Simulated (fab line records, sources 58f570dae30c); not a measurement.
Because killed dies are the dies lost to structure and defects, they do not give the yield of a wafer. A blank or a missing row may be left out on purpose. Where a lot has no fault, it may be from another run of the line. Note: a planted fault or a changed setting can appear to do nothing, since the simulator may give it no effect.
Which tool did it? :: flow berkeley-cmos170 :: route of 331 steps, sampled at 1 step: 7 lots, 21 wafers

## WHAT EACH GAUGE READ, for each wafer
UCB170_NVT_OVL_MEAS_06.
lot: L302
measured: day 6 10:11
on: overlay-01
NVT_OVL (nm): 6 2 9

lot: L304
measured: day 6 19:00
on: overlay-01
NVT_OVL (nm): -2 -10 -6

lot: L306
measured: day 7 09:42
on: overlay-01
NVT_OVL (nm): 0 2 -5

lot: L310
measured: day 7 16:50
on: overlay-01
NVT_OVL (nm): -3 -2 -1

lot: L316
measured: day 8 18:11
on: overlay-01
NVT_OVL (nm): 0 1 6

lot: L319
measured: day 9 14:05
on: overlay-01
NVT_OVL (nm): -1 5 -4

lot: L321
measured: day 9 22:26
on: overlay-01
NVT_OVL (nm): 1 0 -1

## EACH LOT AND THE TOOL THAT RAN IT (in order: tool; ch and the chambers of the sampled wafers; start)
No process step before these readings appears in the record.

## THE ANSWER, worked out from the rows above alone
Rule: usual is defined by the lots themselves. The widest of any qualifying gaps counts: lots, ordered by their means at a reading, are off when they make up no more than a third of the lots, leave a main group of 4 or more, and stand apart from it by 3 or more times the standard deviation of that group's means. Not used: any main group whose means are identical at the precision the tables above print for the reading. Also off: a lot with no number at a reading for which 4 or more lots have one. Where the step has rows for the other lots, those lots are counted as sound.
No lot is off at any reading shown: from this, nothing can be told.

## WHAT THE SIMULATOR HAD INSERTED
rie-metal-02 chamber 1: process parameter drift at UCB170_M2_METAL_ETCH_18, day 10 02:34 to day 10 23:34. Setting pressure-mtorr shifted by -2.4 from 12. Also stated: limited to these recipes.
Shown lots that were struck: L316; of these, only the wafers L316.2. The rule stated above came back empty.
